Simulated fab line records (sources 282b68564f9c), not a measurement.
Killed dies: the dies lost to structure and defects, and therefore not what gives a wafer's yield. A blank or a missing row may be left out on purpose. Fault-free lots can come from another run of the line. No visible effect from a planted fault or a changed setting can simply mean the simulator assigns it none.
Split-lot experiment + flow rit-cmos + on a route of 202 steps: 5 lots, 15 wafers read

## THE SPLIT ITSELF
At RIT_M1_METAL_ETCH_12 (etches Al in Cl2/BCl3, stops on SiO2, time 165 s, target depth 600 nm), the setting time-s was moved away from the recipe's 165 s on 7 of the 15 wafers read, by -8.1% to +13.9%. All remaining wafers had this setting at the recipe value.

The reading comes from the split's own step.

## THE READING
NOVOLAK_of_M1_COAT_04.thk-nm (the simulator's own value, which no gauge read), in nm, at RIT_M1_METAL_ETCH_12 (etches Al in Cl2/BCl3, stops on SiO2, time 165 s, target depth 600 nm). The file does not state a usual value for it. Across the 8 wafers here that went through the recipe, the average is 806.7 nm and the standard deviation 5.7 nm.

| wafer  | tool, chamber at the split | time-s as run, s | against the recipe | NOVOLAK_of_M1_COAT_04.thk-nm, nm | against lot-mates on the recipe |
|--------|----------------------------|------------------|--------------------|----------------------------------|---------------------------------|
| L074.4 | rie-metal-02, 0            | 181.8            | +10.2%             | 769.7                            | no lot-mate on the recipe       |
| L074.6 | rie-metal-02, 1            | 181.8            | +10.2%             | 773                              | no lot-mate on the recipe       |
| L078.1 | rie-metal-03, 1            | 151.6            | -8.1%              | 833.9                            | +14.4                           |
| L078.6 | rie-metal-03, 0            | 165              | recipe             | 819.5                            | -                               |
| L082.1 | rie-metal-01, 0            | 165              | recipe             | 804.7                            | -                               |
| L082.4 | rie-metal-01, 0            | 165              | recipe             | 805.7                            | -                               |
| L082.5 | rie-metal-01, 0            | 165              | recipe             | 806.7                            | -                               |
| L083.2 | rie-metal-02, 1            | 154.5            | -6.4%              | 825.3                            | +21.5                           |
| L083.3 | rie-metal-02, 1            | 165              | recipe             | 800.7                            | -                               |
| L083.5 | rie-metal-02, 1            | 165              | recipe             | 806.9                            | -                               |
| L085.1 | rie-metal-01, 1            | 165              | recipe             | 809.6                            | -                               |
| L085.2 | rie-metal-01, 0            | 187.9            | +13.9%             | 755.4                            | -49.4                           |
| L085.3 | rie-metal-01, 0            | 165              | recipe             | 800                              | -                               |
| L085.4 | rie-metal-01, 1            | 187.9            | +13.9%             | 759.9                            | -44.9                           |
| L085.6 | rie-metal-01, 1            | 187.9            | +13.9%             | 757.7                            | -47.1                           |

FIT RESULTS
A straight line over all 15 wafers: NOVOLAK_of_M1_COAT_04.thk-nm changes by -3.45 nm for each +1% of time-s; r = -0.98; the points scatter about the line by 4.7 nm.
The same after taking each lot's own level away (the mean of its wafers on the recipe; 13 wafers): -3.18 nm for each +1%; r = -0.98; scatter 4.4 nm.
On that fit, the largest move of time-s shifts the reading by 44 nm.
From 803.80 to 819.50 nm: that is the span of the lots' own levels, equal to 2.8 times the standard deviation above.
Consequently the slope shifts little with the lot-to-lot level, the two slopes agreeing.
Check: -44 nm against its lot-mates is what the line predicts for one of the wafers moved furthest among these (+13.9%) when that wafer is left out of the fit. It came out at -49.4 nm against them.
Tool readings at the split's step, against how far the setting was moved: oes-product-au r = -0.48.

## FILE'S OWN FIT
NOVOLAK_of_M1_COAT_04.thk-nm changes by -3.21 nm for each +1% of time-s, r = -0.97.
